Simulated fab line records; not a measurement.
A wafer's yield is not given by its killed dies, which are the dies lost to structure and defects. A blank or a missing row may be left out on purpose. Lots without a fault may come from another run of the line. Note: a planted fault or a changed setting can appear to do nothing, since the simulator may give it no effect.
What tool caused it?    flow rit_cmos    Sampling: 14 lots, 42 wafers, 2 of 202 route steps

== WHAT THE GAUGES READ, wafer by wafer ==
RIT_GATE_CD_MEAS_16: target cd 150 nm. Usual: cd_nm 149.3 nm, standard deviation 2.4.
lot   measured     on         cd_nm (nm)         flag
L270  day 3 03:41  cd_sem-01  151.5 147.2 147.7  
L271  day 3 11:07  cd_sem-01  147.6 146.8 149.3  
L273  day 3 20:47  cd_sem-01  145.6 146.6 146.7  
L274  day 4 01:35  cd_sem-01  151.5 154.0 153.1  
L275  day 4 05:31  cd_sem-02  150.7 146.9 147.9  
L278  day 4 21:07  cd_sem-01  149.3 150.6 152.9  
L281  day 5 10:12  cd_sem-02  148.8 148.0 147.9  
L282  day 5 15:54  cd_sem-02  148.0 149.1 146.2  
L283  day 5 20:35  cd_sem-02  161.1 162.3 160.9  OFF
L285  day 6 10:08  cd_sem-01  150.0 150.2 150.6  
L287  day 6 16:59  cd_sem-02  159.9 163.5 159.6  OFF
L288  day 7 03:34  cd_sem-01  148.8 144.5 145.6  
L289  day 7 05:20  cd_sem-01  150.1 147.3 149.6  
L290  day 7 10:12  cd_sem-02  148.5 150.4 147.3  

== TOOL THAT RAN EACH LOT (tool first, then ch and the chambers of the sampled wafers, then the start) ==
lot   RIT_GATE_COAT_11
L270  litho_track-04 ch 0, day 3 02:49
L271  litho_track-04 ch 0, day 3 10:25
L273  litho_track-01 ch 0, day 3 20:06
L274  litho_track-03 ch 0, day 4 00:53
L275  litho_track-01 ch 0, day 4 04:41
L278  litho_track-03 ch 0, day 4 20:25
L281  litho_track-01 ch 0, day 5 09:23
L282  litho_track-03 ch 0, day 5 15:13
L283  litho_track-03 ch 0, day 5 19:46
L285  litho_track-01 ch 0, day 6 09:26
L287  litho_track-03 ch 0, day 6 16:18
L288  litho_track-01 ch 0, day 7 02:52
L289  litho_track-01 ch 0, day 7 04:31
L290  litho_track-04 ch 0, day 7 09:30
- RIT_GATE_COAT_11: resist thk 850 nm.

== WHAT THE TOOLS THEMSELVES READ (means of the sampled wafers that have a number; where no wafer has one, the mark that the record gives instead) ==
The record holds no such reading with a usual standard deviation.

== THE ANSWER, worked out from the rows above alone ==
Rule: lot off if the mean of its wafers having a number is beyond 3 standard deviations from the usual mean. Also off: a lot with no number at a reading for which 4 or more lots have one. The other lots that the step has rows for count as sound. First the gauges in route order, then the tools' own readings, where a lot's mean is used as printed above. The first step at which some lot is off is used, and at that step the reading that is off furthest; a lot without a number counts as furthest.
Off: L283, L287, at RIT_GATE_CD_MEAS_16 (cd_nm).
If a tool, at a process step before that reading, ran all the lots that are off and no sound lot after the first of them, it fits. The gauges at RIT_GATE_CD_MEAS_16 are tried like those tools. One fits: litho_track-03 at RIT_GATE_COAT_11. Its last sound lot is L282 (day 5 15:13), its first lot that is off L283 (day 5 19:46): a fault that began between those two fits.

== WHAT THE SIMULATOR HAD PUT IN ==
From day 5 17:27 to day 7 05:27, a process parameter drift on litho_track-03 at RIT_GATE_COAT_11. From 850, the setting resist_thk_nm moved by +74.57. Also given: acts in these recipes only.
Shown lots that were struck: L283, L287. Same finding as the rule above.
